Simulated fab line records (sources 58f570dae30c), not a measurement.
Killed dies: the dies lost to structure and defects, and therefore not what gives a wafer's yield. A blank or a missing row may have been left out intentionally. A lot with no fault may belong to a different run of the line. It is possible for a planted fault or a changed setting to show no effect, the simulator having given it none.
Which of the tools did it? / flow berkeley_cmos170 / 7 lots with 21 wafers sampled at 2 steps, on a route of 331 steps

WHAT EACH GAUGE READ, for each wafer
UCB170_SPACER_THK_MEAS_01.
lot=L709; measured=day 7 18:11; on=film_metro-04; SPACER_TEOS_THK (nm)=385 381 379
lot=L711; measured=day 8 16:46; on=film_metro-02; SPACER_TEOS_THK (nm)=381 376 384
lot=L713; measured=day 8 22:58; on=film_metro-04; SPACER_TEOS_THK (nm)=370 381 385
lot=L715; measured=day 9 14:26; on=film_metro-04; SPACER_TEOS_THK (nm)=370 374 378
lot=L720; measured=day 10 07:51; on=film_metro-02; SPACER_TEOS_THK (nm)=372 370 377
lot=L726; measured=day 11 13:28; on=film_metro-04; SPACER_TEOS_THK (nm)=456 456 460 456 456 460
lot=L727; measured=day 12 05:29; on=film_metro-01; SPACER_TEOS_THK (nm)=378 377 375

TOOL THAT RAN EACH LOT (tool first, then ch and the chambers of the sampled wafers, then the start)
lot=L709; UCB170_SPACER_CVD_00=pecvd-02 ch 0,1,2, day 7 18:09
lot=L711; UCB170_SPACER_CVD_00=pecvd-04 ch 0,1, day 8 16:44
lot=L713; UCB170_SPACER_CVD_00=pecvd-04 ch 0,1,2, day 8 22:55
lot=L715; UCB170_SPACER_CVD_00=pecvd-03 ch 1,2, day 9 14:23
lot=L720; UCB170_SPACER_CVD_00=pecvd-03 ch 1,2, day 10 07:49
lot=L726; UCB170_SPACER_CVD_00=pecvd-03 ch 1,2, day 11 13:25
lot=L727; UCB170_SPACER_CVD_00=pecvd-02 ch 0,1,2, day 12 05:25
- UCB170_SPACER_CVD_00: deposits SiO2 from TEOS/O2, target thk 376 nm, time 47 s.

THE ANSWER, worked out from the rows above alone
Rule: the lots themselves supply what counts as usual. Put in order of their means at a reading, lots are off if they are a third of the lots or fewer, leave a main group of 4 or more, and stand apart from it by a gap of 3 or more times the standard deviation of the main group's means; of several such gaps the widest counts. If all means in a main group match to the digits the tables above print for the reading, that group is not used. Also off: a lot with no number at a reading for which 4 or more lots have one. Where the step has rows for the other lots, those lots are counted as sound.
Off: at UCB170_SPACER_THK_MEAS_01 (SPACER_TEOS_THK), L726. The main group has a mean of 377 nm with a standard deviation of 3.2.
A tool fits if, at a process step before that reading, it ran every lot that is off, and no sound lot after the first of them. Gauges at UCB170_SPACER_THK_MEAS_01: tried the same way as those tools. This does not decide it: 2 tools fit, namely pecvd-03 at UCB170_SPACER_CVD_00 and film_metro-04 at UCB170_SPACER_THK_MEAS_01.

WHAT THE SIMULATOR PUT IN
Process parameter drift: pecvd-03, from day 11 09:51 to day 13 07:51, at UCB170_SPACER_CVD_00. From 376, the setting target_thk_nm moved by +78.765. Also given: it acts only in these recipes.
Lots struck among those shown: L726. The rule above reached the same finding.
